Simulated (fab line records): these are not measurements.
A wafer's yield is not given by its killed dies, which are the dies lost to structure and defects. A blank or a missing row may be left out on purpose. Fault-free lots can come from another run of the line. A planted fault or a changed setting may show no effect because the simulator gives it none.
fab line records -- flow rit-cmos
[record] lots = 14, wafers = 42, last-day = 7
route steps=202 shown ACTIVE@1 NWELL@37 PRETRO@73 M1@202
lots that met no fault: from a run of the same line without faults
start-h: hours from the record's first day to the start of the lot's first wafer shown -- wait-h: how many hours have passed since the lot's step before this one -- " unchanged from the row above -- L1.1+2: one row covering several wafers at once -- - no value, or no start was given -- * or withheld: withheld -- < > ~ a bound
route shown NAME@n: NAME is a module with steps in the file, n the number in the route of the first one -- usual: mean and standard deviation over wafers with no fault -- same: alike in all rows -- chamber/n: place in a boat -- sites: the reading at each site -- _std_site: the standard deviation of these -- _edge_site: inner sites' mean taken away from outer sites' mean -- radius-mm: for every site, how far away it sits from the centre of the wafer -- mask NAME#n: copy n -- behind: the most recent tool/chamber to have shaped the wafer -- hold: what put the lot on hold/how long, in hours/how the hold closed -- device: names the non-switching transistor (n, p or np) -- end of line: the route-end tests of the same wafers -- a step without rows: its recipe alone -- killed: count of dies lost to structure and defects at first sort (not the wafer's yield) -- map: a wafer's dies, marking killed ones x, the rest . and places with no die _
set.NAME: the run value of the setting; set.NAME@STEP: its run value at that earlier step -- model.NAME: the simulator's own value behind a step, which no gauge read
one table for each step of the route and one row for each wafer, over a sample of lots
services: the hour from which a tool's chamber was out of use, counted from the record's first day as start-h (under 0 if before that day), plus the number of hours and why
[[steps]]
[step RIT_ACTIVE_BOW_MEAS_00]
[recipe] mode = bow
[usual] INCOMING_BOW = 0/6.7
lot.wafer,tool,chamber,start-h,wait-h,INCOMING_BOW[um]
L631.2,film-metro-02,-,10.02,-,18
L631.4,film-metro-02,-,10.02,-,4
L631.6,film-metro-02,-,10.02,-,-7
L632.3,film-metro-04,-,15.04,-,-4
L632.5,film-metro-04,-,15.04,-,-3
L632.6,film-metro-04,-,15.04,-,9
L633.1,film-metro-03,-,20.00,-,-5
L633.2,film-metro-03,-,20.00,-,-5
L633.5,film-metro-03,-,20.00,-,-1
L634.1,film-metro-02,-,25.00,-,-1
L634.2,film-metro-02,-,25.00,-,-5
L634.3,film-metro-02,-,25.00,-,-2
L638.3,film-metro-04,-,45.04,-,-11
L638.5,film-metro-04,-,45.04,-,-7
L638.6,film-metro-04,-,45.04,-,-2
L640.3,film-metro-04,-,55.04,-,-10
L640.4,film-metro-04,-,55.04,-,-4
L640.5,film-metro-04,-,55.04,-,11
L641.1,film-metro-02,-,60.00,-,-8
L641.4,film-metro-02,-,60.00,-,-1
L641.5,film-metro-02,-,60.00,-,-3
L643.1,film-metro-03,-,70.00,-,2
L643.5,film-metro-03,-,70.00,-,-7
L643.6,film-metro-03,-,70.00,-,6
L645.1,film-metro-03,-,80.00,-,9
L645.2,film-metro-03,-,80.00,-,10
L645.4,film-metro-03,-,80.00,-,1
L647.1,film-metro-03,-,90.00,-,-7
L647.3,film-metro-03,-,90.00,-,2
L647.5,film-metro-03,-,90.00,-,9
L649.1,film-metro-02,-,100.00,-,-3
L649.5,film-metro-02,-,100.00,-,-8
L649.6,film-metro-02,-,100.00,-,-1
L651.3,film-metro-04,-,110.04,-,3
L651.4,film-metro-04,-,110.04,-,4
L651.5,film-metro-04,-,110.04,-,-5
L652.3,film-metro-02,-,115.04,-,-9
L652.4,film-metro-02,-,115.04,-,-8
L652.5,film-metro-02,-,115.04,-,6
L654.2,film-metro-04,-,125.02,-,14
L654.5,film-metro-04,-,125.02,-,-4
L654.6,film-metro-04,-,125.02,-,3
[step RIT_ACTIVE_OXIDATION_01]
[recipe] temp-c = 1000, ambient = O2, target-thk-a = 468, ox-time-s = 3360
[usual] ox-temp-c = 999.9/0.41, ox-temp-c-max = 1003.8/1, ox-time-s = 3360/0, spike-tc-source-C = 1023.8/2.2, tube_center_temp_C_max = 1002.5/0.43, zone-power-load-pct = 34.4/0.54
lot.wafer,tool,chamber,start-h,wait-h,ox-temp-c,ox-temp-c-max,ox-time-s,spike-tc-source-C,tube_center_temp_C_max,zone-power-load-pct
L631.2,furnace-02,0,10.45,0.4,1000.1,1004.6,3360,1022.9,1002.3,33.3
L631.4,furnace-02,0,10.45,0.4,999.9,1004.4,3360,1021.9,1001.6,33.3
L631.6,furnace-02,0,10.45,0.4,1000.0,1003.8,3360,1019.9,1003.1,33.6
L632.3,furnace-01,0,15.12,0.1,999.6,1004.8,3360,1024.9,1003.1,34.9
L632.5,furnace-01,0,15.12,0.1,999.9,1005.1,3360,1025.8,1002.5,34.6
L632.6,furnace-01,0,15.12,0.1,999.9,1005.2,3360,1025.9,1002.1,35.0
L633.1,furnace-02,0,20.12,0.1,1000.6,1004.6,3360,1022.9,1002.5,33.5
L633.2,furnace-02,0,20.12,0.1,1000.0,1004.4,3360,1022.9,1002.7,33.6
L633.5,furnace-02,0,20.12,0.1,1000.1,1004.9,3360,1022.8,1002.6,34.0
L634.1,furnace-04,0,25.12,0.1,1000.1,1003.4,3360,1024.1,1002.8,34.7
L634.2,furnace-04,0,25.12,0.1,999.7,1002.3,3360,1022.7,1003.2,34.5
L634.3,furnace-04,0,25.12,0.1,1000.7,1003.7,3360,1021.3,1002.5,34.4
L638.3,furnace-02,0,47.02,2.0,1000.3,1004.4,3360,1021.2,1002.9,33.3
L638.5,furnace-02,0,47.02,2.0,1000.1,1003.2,3360,1022.9,1002.1,33.3
L638.6,furnace-02,0,47.02,2.0,1000.4,1005.4,3360,1021.2,1002.7,33.8
L640.3,furnace-01,0,55.47,0.4,1000.3,1004.6,5040,1028.4,1002.5,34.2
L640.4,furnace-01,0,55.47,0.4,999.8,1003.5,5040,1026.3,1001.9,34.8
L640.5,furnace-01,0,55.47,0.4,1000.0,1004.5,5040,1026.3,1002.5,34.1
L641.1,furnace-01,0,61.52,1.5,999.6,1004.7,5040,1025.1,1002.0,34.1
L641.4,furnace-01,0,61.52,1.5,1000.1,1004.4,5040,1026.7,1002.1,34.7
L641.5,furnace-01,0,61.52,1.5,1000.0,1004.4,5040,1025.2,1002.7,35.1
L643.1,furnace-02,0,71.20,1.2,999.5,1004.1,3360,1023.0,1002.2,34.1
L643.5,furnace-02,0,71.20,1.2,999.7,1003.1,3360,1023.3,1002.6,33.9
L643.6,furnace-02,0,71.20,1.2,999.9,1006.3,3360,1021.1,1002.3,33.6
L645.1,furnace-02,0,80.12,0.1,1000.2,1004.5,3360,1021.9,1001.7,33.4
L645.2,furnace-02,0,80.12,0.1,999.3,1003.9,3360,1023.8,1002.8,33.6
L645.4,furnace-02,0,80.12,0.1,999.8,1004.9,3360,1019.9,1003.4,34.0
L647.1,furnace-04,0,90.12,0.1,1000.0,1003.2,3360,1022.5,1002.3,34.3
L647.3,furnace-04,0,90.12,0.1,999.8,1002.0,3360,1022.0,1002.4,35.0
L647.5,furnace-04,0,90.12,0.1,999.8,1003.0,3360,1022.2,1002.1,34.5
L649.1,furnace-04,0,100.33,0.3,999.4,1003.2,3360,1022.8,1002.5,34.5
L649.5,furnace-04,0,100.33,0.3,998.5,1001.9,3360,1023.8,1002.1,35.2
L649.6,furnace-04,0,100.33,0.3,999.4,1001.7,3360,1024.2,1002.5,34.2
L651.3,furnace-04,0,110.25,0.2,999.8,1002.4,3360,1023.8,1002.1,35.1
L651.4,furnace-04,0,110.25,0.2,1000.3,1003.1,3360,1021.3,1002.6,34.7
L651.5,furnace-04,0,110.25,0.2,999.6,1002.5,3360,1022.4,1002.5,34.8
L652.3,furnace-04,0,115.30,0.2,1000.3,1003.3,3360,1024.9,1002.9,34.8
L652.4,furnace-04,0,115.30,0.2,999.9,1002.8,3360,1022.9,1002.0,34.3
L652.5,furnace-04,0,115.30,0.2,1000.6,1003.8,3360,1022.2,1002.1,35.1
L654.2,furnace-04,0,126.11,1.1,999.2,1001.0,3360,1021.4,1002.3,34.2
L654.5,furnace-04,0,126.11,1.1,1000.1,1003.2,3360,1023.9,1002.0,34.9
L654.6,furnace-04,0,126.11,1.1,1000.2,1003.0,3360,1022.9,1002.5,34.5
[step RIT_ACTIVE_THK_MEAS_02]
[recipe] reads = SiO2_of_ACTIVE_OXIDATION_01
[usual] ACTIVE_OXIDE_THK = 46.6/0.81
lot.wafer,tool,chamber,start-h,wait-h,ACTIVE_OXIDE_THK[nm]
L631.2,film-metro-04,-,12.39,0.0,46.6
L631.4,film-metro-04,-,12.39,0.0,46.0
L631.6,film-metro-04,-,12.39,0.0,46.1
L632.3,film-metro-03,-,17.07,0.0,47.4
L632.5,film-metro-03,-,17.07,0.0,47.3
L632.6,film-metro-03,-,17.07,0.0,46.7
L633.1,film-metro-04,-,22.05,0.0,45.9
L633.2,film-metro-04,-,22.05,0.0,45.2
L633.5,film-metro-04,-,22.05,0.0,46.9
L634.1,film-metro-03,-,27.05,0.0,47.5
L634.2,film-metro-03,-,27.05,0.0,47.0
L634.3,film-metro-03,-,27.05,0.0,46.2
L638.3,film-metro-03,-,48.98,0.0,45.4
L638.5,film-metro-03,-,48.98,0.0,44.6
L638.6,film-metro-03,-,48.98,0.0,45.4
L640.3,film-metro-03,-,57.42,0.0,60.8
L640.4,film-metro-03,-,57.42,0.0,61.4
L640.5,film-metro-03,-,57.42,0.0,60.9
L641.1,film-metro-04,-,63.46,0.0,61.2
L641.4,film-metro-04,-,63.46,0.0,61.2
L641.5,film-metro-04,-,63.46,0.0,60.9
L643.1,film-metro-04,-,73.14,0.0,45.7
L643.5,film-metro-04,-,73.14,0.0,45.3
L643.6,film-metro-04,-,73.14,0.0,46.3
L645.1,film-metro-02,-,82.05,0.0,45.9
L645.2,film-metro-02,-,82.05,0.0,45.4
L645.4,film-metro-02,-,82.05,0.0,45.6
L647.1,film-metro-03,-,92.05,0.0,47.1
L647.3,film-metro-03,-,92.05,0.0,46.8
L647.5,film-metro-03,-,92.05,0.0,47.4
L649.1,film-metro-04,-,102.26,0.0,45.8
L649.5,film-metro-04,-,102.26,0.0,46.2
L649.6,film-metro-04,-,102.26,0.0,46.0
L651.3,film-metro-03,-,112.21,0.0,47.2
L651.4,film-metro-03,-,112.21,0.0,46.7
L651.5,film-metro-03,-,112.21,0.0,47.1
L652.3,film-metro-02,-,117.25,0.0,46.3
L652.4,film-metro-02,-,117.25,0.0,46.2
L652.5,film-metro-02,-,117.25,0.0,46.5
L654.2,film-metro-03,-,128.05,0.0,47.3
L654.5,film-metro-03,-,128.05,0.0,47.4
L654.6,film-metro-03,-,128.05,0.0,48.1
[step RIT_NWELL_STRIP_09]
[recipe] chemistry = O2, time-s = 180, resist = NOVOLAK, platen-temp-c = withheld, power-w = 500, pressure-mtorr = 4000, o2-flow-sccm = 4000
[usual] drypump-motor-current-A = 6.2/0.53, rf-refl-power-W = 6.7/1.5
[same] time-s = 180
lot.wafer,tool,chamber,start-h,wait-h,drypump-motor-current-A,rf-hours-counter-h,rf-refl-power-W
L631.2,plasma-asher-04,1,23.44,0.1,6.6,25,6.4
L631.4,plasma-asher-04,0,23.44,0.1,6.4,-,9.5
L631.6,plasma-asher-04,1,23.44,0.1,6.6,-,6.3
L632.3,plasma-asher-01,0,26.38,0.1,5.3,-,7.1
L632.5,plasma-asher-01,1,26.38,0.1,6.3,-,4.8
L632.6,plasma-asher-01,0,26.38,0.1,5.3,-,7.1
L633.1,plasma-asher-04,0,30.82,0.1,6.4,25,8.9
L633.2,plasma-asher-04,1,30.82,0.1,6.6,25,6.3
L633.5,plasma-asher-04,0,30.82,0.1,6.4,-,9.1
L634.1,plasma-asher-04,0,36.38,0.1,6.4,26,9.2
L634.2,plasma-asher-04,1,36.38,0.1,6.6,26,6.4
L634.3,plasma-asher-04,0,36.38,0.1,6.4,-,9.4
L638.3,plasma-asher-01,0,57.91,0.1,5.3,-,7.5
L638.5,plasma-asher-01,1,57.91,0.1,6.3,-,4.7
L638.6,plasma-asher-01,0,57.91,0.1,5.3,-,7.6
L640.3,plasma-asher-03,1,68.23,0.1,5.4,-,6.0
L640.4,plasma-asher-03,0,68.23,0.1,6.7,-,5.3
L640.5,plasma-asher-03,0,68.23,0.1,6.7,-,5.4
L641.1,plasma-asher-01,1,72.58,0.1,6.3,42,5.0
L641.4,plasma-asher-01,1,72.58,0.1,6.3,-,4.8
L641.5,plasma-asher-01,0,72.58,0.1,5.3,-,7.4
L643.1,plasma-asher-03,1,82.50,0.1,5.5,45,6.1
L643.5,plasma-asher-03,0,82.50,0.1,6.7,-,5.5
L643.6,plasma-asher-03,1,82.50,0.1,5.5,-,6.1
L645.1,plasma-asher-04,1,93.21,0.1,6.6,31,6.9
L645.2,plasma-asher-04,0,93.21,0.1,6.4,31,8.9
L645.4,plasma-asher-04,1,93.21,0.1,6.6,-,6.6
L647.1,plasma-asher-04,0,102.92,0.1,6.4,33,9.3
L647.3,plasma-asher-04,1,102.92,0.1,6.6,-,6.5
L647.5,plasma-asher-04,1,102.92,0.1,6.6,-,6.4
L649.1,plasma-asher-03,1,114.08,0.1,5.5,49,6.2
L649.5,plasma-asher-03,0,114.08,0.1,6.7,-,5.4
L649.6,plasma-asher-03,1,114.08,0.1,5.5,-,6.1
L651.3,plasma-asher-04,0,120.88,0.1,6.4,-,9.0
L651.4,plasma-asher-04,1,120.88,0.1,6.6,-,6.6
L651.5,plasma-asher-04,0,120.88,0.1,6.4,-,8.7
L652.3,plasma-asher-01,0,126.12,0.1,5.3,-,7.3
L652.4,plasma-asher-01,1,126.12,0.1,6.3,-,4.8
L652.5,plasma-asher-01,1,126.12,0.1,6.3,-,4.8
L654.2,plasma-asher-03,1,137.25,0.1,5.5,51,6.2
L654.5,plasma-asher-03,1,137.25,0.1,5.5,-,6.1
L654.6,plasma-asher-03,0,137.25,0.1,6.7,-,5.2
[step RIT_PRETRO_STRIP_09]
[recipe] chemistry = O2, time-s = 180, resist = NOVOLAK, platen-temp-c = withheld, power-w = 500, pressure-mtorr = 4000, o2-flow-sccm = 4000
[usual] drypump-motor-current-A = 6.0/0.49, rf-refl-power-W = 6.4/1.5
[same] time-s = 180
lot.wafer,tool,chamber,start-h,wait-h,drypump-motor-current-A,rf-hours-counter-h,rf-refl-power-W
L631.2,plasma-asher-02,1,34.35,0.1,5.7,36,5.7
L631.4,plasma-asher-02,1,34.35,0.1,5.7,-,5.6
L631.6,plasma-asher-02,0,34.35,0.1,5.5,-,4.9
L632.3,plasma-asher-02,0,36.94,0.1,5.5,-,5.0
L632.5,plasma-asher-02,1,36.94,0.1,5.7,-,5.5
L632.6,plasma-asher-02,0,36.94,0.1,5.5,-,4.8
L633.1,plasma-asher-02,1,41.05,0.1,5.7,37,5.7
L633.2,plasma-asher-02,0,41.05,0.1,5.5,37,4.8
L633.5,plasma-asher-02,0,41.05,0.1,5.5,-,4.9
L634.1,plasma-asher-04,1,46.69,0.1,6.6,27,6.6
L634.2,plasma-asher-04,0,46.69,0.1,6.4,27,9.4
L634.3,plasma-asher-04,1,46.69,0.1,6.6,-,6.4
L638.3,plasma-asher-04,1,68.11,0.1,6.6,-,6.5
L638.5,plasma-asher-04,1,68.11,0.1,6.6,-,6.4
L638.6,plasma-asher-04,0,68.11,0.1,6.4,-,9.6
L640.3,plasma-asher-04,0,78.69,0.1,6.4,-,8.8
L640.4,plasma-asher-04,1,78.69,0.1,6.6,-,6.5
L640.5,plasma-asher-04,1,78.69,0.1,6.6,-,6.4
L641.1,plasma-asher-01,1,82.64,0.1,6.3,43,5.0
L641.4,plasma-asher-01,0,82.64,0.1,5.3,-,7.2
L641.5,plasma-asher-01,0,82.64,0.1,5.3,-,7.6
L643.1,plasma-asher-01,0,92.51,0.1,5.3,44,7.1
L643.5,plasma-asher-01,1,92.51,0.1,6.3,-,4.8
L643.6,plasma-asher-01,0,92.51,0.1,5.3,-,7.3
L645.1,plasma-asher-02,0,103.38,0.1,5.5,43,4.8
L645.2,plasma-asher-02,1,103.38,0.1,5.7,43,5.6
L645.4,plasma-asher-02,0,103.38,0.1,5.5,-,4.8
L647.1,plasma-asher-01,0,113.48,0.1,5.4,46,7.3
L647.3,plasma-asher-01,1,113.48,0.1,6.3,-,4.9
L647.5,plasma-asher-01,0,113.48,0.1,5.4,-,7.5
L649.1,plasma-asher-04,0,124.24,0.1,6.4,35,9.4
L649.5,plasma-asher-04,1,124.24,0.1,6.6,-,6.6
L649.6,plasma-asher-04,0,124.24,0.1,6.4,-,9.1
L651.3,plasma-asher-02,0,131.31,0.1,5.5,-,4.8
L651.4,plasma-asher-02,1,131.31,0.1,5.7,-,5.6
L651.5,plasma-asher-02,0,131.31,0.1,5.4,-,5.0
L652.3,plasma-asher-04,1,136.22,0.1,6.6,-,6.3
L652.4,plasma-asher-04,0,136.22,0.1,6.4,-,8.5
L652.5,plasma-asher-04,1,136.22,0.1,6.6,-,6.4
L654.2,plasma-asher-02,1,149.13,0.1,5.7,4,5.5
L654.5,plasma-asher-02,1,149.13,0.1,5.7,-,5.5
L654.6,plasma-asher-02,0,149.13,0.1,5.5,-,4.8
[step RIT_M1_PROBE_99]
[usual] killed-at-contacts = 0.1/0.24, killed-at-front-end = 7/3.1, killed-dies = 7/3.1, killed-open = 3.3/2, killed-short = 3.4/2.1
[same] gross-dies = 264, killed_at_M0_to_M3 = 0, killed_at_M4_up = 0, killed-at-back-side = 0, killed-at-other = 0
lot.wafer,tool,chamber,start-h,wait-h,killed-at-contacts,killed-at-front-end,killed-dies,killed-open,killed-short
L632.3,prober-02,-,62.33,0.2,0,4,4,1,3
L632.5,prober-02,-,62.43,0.2,0,7,7,3,4
L632.6,prober-02,-,62.48,0.2,0,15,15,7,8
L634.1,prober-02,-,74.04,0.1,0,6,6,1,5
L634.2,prober-02,-,74.09,0.1,0,14,14,9,5
L634.3,prober-02,-,74.14,0.2,1,8,9,3,6
L638.3,prober-02,-,95.67,0.2,0,4,4,2,2
L638.5,prober-02,-,95.77,0.2,0,4,4,2,2
L638.6,prober-02,-,95.82,0.2,0,2,2,1,1
L640.3,prober-01,-,105.57,0.2,0,6,6,4,2
L640.4,prober-01,-,105.62,0.2,0,7,7,5,2
L640.5,prober-01,-,105.67,0.2,0,3,3,1,2
L641.1,prober-02,-,110.41,0.1,0,7,7,1,6
L641.4,prober-02,-,110.56,0.2,0,7,7,2,5
L641.5,prober-02,-,110.61,0.2,0,6,6,1,5
L645.1,prober-02,-,130.80,0.1,0,6,6,4,2
L645.2,prober-02,-,130.85,0.1,0,5,5,3,2
L645.4,prober-02,-,130.95,0.2,0,13,13,7,6
L649.1,prober-02,-,149.87,0.1,0,5,5,2,3
L649.5,prober-02,-,150.07,0.2,0,6,6,2,4
L649.6,prober-02,-,150.12,0.2,1,4,5,3,2
L651.3,prober-02,-,159.41,0.2,0,8,8,4,4
L651.4,prober-02,-,159.46,0.2,0,5,5,4,1
L651.5,prober-02,-,159.51,0.2,0,6,6,3,3
L654.2,prober-01,-,178.72,0.1,0,2,2,0,2
L654.5,prober-01,-,178.87,0.2,0,4,4,3,1
L654.6,prober-01,-,178.92,0.2,0,7,7,5,2
// killed by level:class
L632.3 FOX1:geometric-particle:short=2 GATE:geometric-particle:short=1 SPACER:geometric-particle:open=1
L632.5 GATE:geometric-particle:short=2 GATE:geometric-particle:open=2 REOX:geometric-particle:short=1 SPACER:geometric-particle:open=1 SPACER:geometric-particle:short=1
L632.6 FOX1:geometric-particle:open=5 FOX1:geometric-particle:short=4 GATE:geometric-particle:short=2 GATE:geometric-particle:open=2 REOX:geometric-particle:short=2
L634.1 REOX:geometric-particle:short=2 FOX1:geometric-particle:short=1 FOX2:geometric-particle:open=1 GATE:geometric-particle:short=1 SPACER:geometric-particle:short=1
L634.2 GATE:geometric-particle:open=3 SPACER:geometric-particle:short=3 FOX1:geometric-particle:open=2 REOX:geometric-particle:open=2 ACTIVE:geometric-particle:open=1 FOX2:geometric-particle:open=1 FOX2:geometric-particle:short=1 GATE:geometric-particle:short=1
L634.3 FOX1:geometric-particle:short=2 GATE:geometric-particle:short=2 FOX1:geometric-particle:open=1 GATE:geometric-particle:open=1 REOX:geometric-particle:short=1 SPACER:geometric-particle:open=1 CONTACT:geometric-particle:short=1
L638.3 FOX2:geometric-particle:open=1 GATE:geometric-particle:short=1 SPACER:geometric-particle:open=1 SPACER:geometric-particle:short=1
L638.5 REOX:geometric-particle:short=2 GATE:geometric-particle:open=1 SPACER:geometric-particle:open=1
L638.6 GATE:geometric-particle:short=1 SPACER:geometric-particle:open=1
L640.3 SILICIDE:geometric-particle:short=2 FOX1:geometric-particle:open=1 GATE:geometric-particle:open=1 REOX:geometric-particle:open=1 SPACER:geometric-particle:open=1
L640.4 GATE:geometric-particle:open=2 REOX:geometric-particle:open=2 REOX:geometric-particle:short=1 SILICIDE:geometric-particle:short=1 SILICIDE:geometric-particle:open=1
L640.5 FOX2:geometric-particle:short=2 SILICIDE:geometric-particle:open=1
L641.1 FOX1:geometric-particle:short=2 GATE:geometric-particle:short=2 SILICIDE:geometric-particle:short=2 GATE:geometric-particle:open=1
L641.4 REOX:geometric-particle:short=2 FOX1:geometric-particle:short=1 GATE:geometric-particle:short=1 GATE:geometric-particle:open=1 SPACER:geometric-particle:open=1 SILICIDE:geometric-particle:short=1
L641.5 SILICIDE:geometric-particle:short=3 REOX:geometric-particle:short=2 REOX:geometric-particle:open=1
L645.1 SILICIDE:geometric-particle:open=4 GATE:geometric-particle:short=2
L645.2 FOX1:geometric-particle:short=1 GATE:geometric-particle:open=1 REOX:geometric-particle:open=1 SPACER:geometric-particle:open=1 SILICIDE:geometric-particle:short=1
L645.4 GATE:geometric-particle:short=3 GATE:geometric-particle:open=2 REOX:geometric-particle:open=2 SILICIDE:geometric-particle:open=2 FOX1:geometric-particle:short=1 REOX:geometric-particle:short=1 SPACER:geometric-particle:open=1 SPACER:geometric-particle:short=1
L649.1 GATE:geometric-particle:open=2 GATE:geometric-particle:short=1 REOX:geometric-particle:short=1 SILICIDE:geometric-particle:short=1
L649.5 GATE:geometric-particle:short=2 FOX2:geometric-particle:short=1 SPACER:geometric-particle:open=1 SILICIDE:geometric-particle:short=1 SILICIDE:geometric-particle:open=1
L649.6 GATE:geometric-particle:open=1 GATE:geometric-particle:short=1 REOX:geometric-particle:open=1 SILICIDE:geometric-particle:short=1 CONTACT:geometric-particle:open=1
L651.3 GATE:geometric-particle:open=2 SILICIDE:geometric-particle:short=2 FOX1:geometric-particle:open=1 FOX2:geometric-particle:short=1 FOX2:geometric-particle:open=1 GATE:geometric-particle:short=1
L651.4 FOX1:geometric-particle:open=1 GATE:geometric-particle:open=1 GATE:geometric-particle:short=1 SPACER:geometric-particle:open=1 SILICIDE:geometric-particle:open=1
L651.5 GATE:geometric-particle:short=3 GATE:geometric-particle:open=2 SILICIDE:geometric-particle:open=1
L654.2 FOX1:geometric-particle:short=1 SPACER:geometric-particle:short=1
L654.5 GATE:geometric-particle:open=2 SILICIDE:geometric-particle:short=1 SILICIDE:geometric-particle:open=1
L654.6 SILICIDE:geometric-particle:open=2 FOX1:geometric-particle:open=1 FOX2:geometric-particle:short=1 FOX2:geometric-particle:open=1 GATE:geometric-particle:open=1 SILICIDE:geometric-particle:short=1
[[services]]
tool,chamber,start-h,hours,kind
plasma-asher-01,-,-11.99,3.0,repair
plasma-asher-01,-,-9.02,2.8,pm
furnace-04,-,13.54,8.1,pm
plasma-asher-03,-,29.45,3.2,repair
furnace-01,-,29.84,4.3,pm
plasma-asher-04,-,87.09,2.8,pm
furnace-01,-,108.52,3.8,pm
plasma-asher-02,-,108.75,9.0,pm
plasma-asher-02,0,108.75,9.0,vent-cycle
plasma-asher-02,1,108.75,9.0,vent-cycle
plasma-asher-04,-,114.73,0.3,repair
plasma-asher-04,-,115.27,2.3,repair
plasma-asher-03,-,117.44,8.2,repair
plasma-asher-02,0,117.75,-,clean
plasma-asher-02,1,117.75,-,clean
furnace-01,-,143.55,1.0,pm
plasma-asher-02,-,144.55,1.7,repair
plasma-asher-01,-,145.50,6.2,pm
[[key]]
[first-sign] step = RIT_ACTIVE_OXIDATION_01, reading = ox-time-s, direction = up, sigmas = 99+, usual = *, struck = *
[effect] step = RIT_ACTIVE_THK_MEAS_02, reading = ACTIVE_OXIDE_THK, direction = up, sigmas = 18, usual = 46.6, struck = 61.1
met-at RIT_ACTIVE_OXIDATION_01
struck-lots L640,L641
tester-left-out L640,L641
not-acting-at RIT_ACTIVE_BOW_MEAS_00,RIT_NWELL_STRIP_09,RIT_PRETRO_STRIP_09
onset-between 15.12 55.47
[fault] kind = process-parameter-drift, tool = furnace-01, chamber = -, onset-h = 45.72, steps = RIT_ACTIVE_OXIDATION_01, channel = ox-time-s, offset = *, shape = step, end-h = 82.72, acts-in = *, stated = *
// tester-left-out: of these lots the tester's yield and bins aren't shown, on N5 and GAA mostly nor the transistor test; their killed dies are dies lost to structure and defects alone, not to doping, threshold or leakage, so they don't give the yield
